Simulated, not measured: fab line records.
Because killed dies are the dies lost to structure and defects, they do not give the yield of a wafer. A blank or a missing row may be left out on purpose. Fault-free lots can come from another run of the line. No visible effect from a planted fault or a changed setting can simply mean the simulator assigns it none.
Which tool was responsible? + flow berkeley_cmos170 + 21 wafers from 7 lots sampled at 3 of the route's 331 steps

== WHAT THE GAUGES READ, wafer by wafer ==
UCB170_WELLDRIVE_THK_MEAS_02.
| lot  | measured    | on            | WELLDRIVE_OXIDE_THK (nm) |
|------|-------------|---------------|--------------------------|
| L100 | day 3 15:48 | film_metro-04 | 188 192 191              |
| L102 | day 4 02:38 | film_metro-02 | 196 198 194              |
| L104 | day 4 11:18 | film_metro-02 | 198 198 197              |
| L114 | day 6 14:34 | film_metro-03 | 194 192 194              |
| L117 | day 7 04:40 | film_metro-02 | 197 198 197              |
| L119 | day 7 11:10 | film_metro-04 | 201 206 202              |
| L121 | day 8 01:53 | film_metro-04 | 199 198 198              |

== WHICH TOOL RAN EACH LOT (tool, then ch and the chambers of the sampled wafers, then the start) ==
| lot  | UCB170_ZERO_ETCH_06               | UCB170_PWELL_ETCH_14              |
|------|-----------------------------------|-----------------------------------|
| L100 | rie_diel-02 ch 0,3, day 1 22:42   | rie_diel-04 ch 1,2, day 3 05:00   |
| L102 | rie_diel-01 ch 0,1,3, day 2 08:07 | rie_diel-02 ch 1,2,3, day 3 13:52 |
| L104 | rie_diel-01 ch 0,1,2, day 2 18:14 | rie_diel-04 ch 0,1,2, day 4 00:53 |
| L114 | rie_diel-04 ch 0,1,3, day 5 01:57 | rie_diel-04 ch 0,2, day 6 04:44   |
| L117 | rie_diel-01 ch 0,1, day 5 11:47   | rie_diel-03 ch 1,2, day 6 17:58   |
| L119 | rie_diel-02 ch 1,2, day 5 21:53   | rie_diel-03 ch 1,2, day 7 02:00   |
| L121 | rie_diel-04 ch 0,2,3, day 6 08:13 | rie_diel-04 ch 0,3, day 7 14:34   |
- UCB170_ZERO_ETCH_06: etches SiO2 in CHF3/CF4/Ar, time 12 s.
- UCB170_PWELL_ETCH_14: etches Si3N4 in CH3F/Ar/O2, stops on SiO2, target depth 242 nm, time 151 s.

== THE ANSWER, worked out from the rows above alone ==
Rule: what is usual is taken from the lots themselves. The widest of any qualifying gaps counts: lots, ordered by their means at a reading, are off when they make up no more than a third of the lots, leave a main group of 4 or more, and stand apart from it by 3 or more times the standard deviation of that group's means. Not used: any main group whose means are identical at the precision the tables above print for the reading. A lot without any number at a reading at which 4 lots or more have one is off too. Where the step has rows for the other lots, those lots are counted as sound.
No lot is off at any reading shown: from this, nothing can be told.

== WHAT THE SIMULATOR PUT IN ==
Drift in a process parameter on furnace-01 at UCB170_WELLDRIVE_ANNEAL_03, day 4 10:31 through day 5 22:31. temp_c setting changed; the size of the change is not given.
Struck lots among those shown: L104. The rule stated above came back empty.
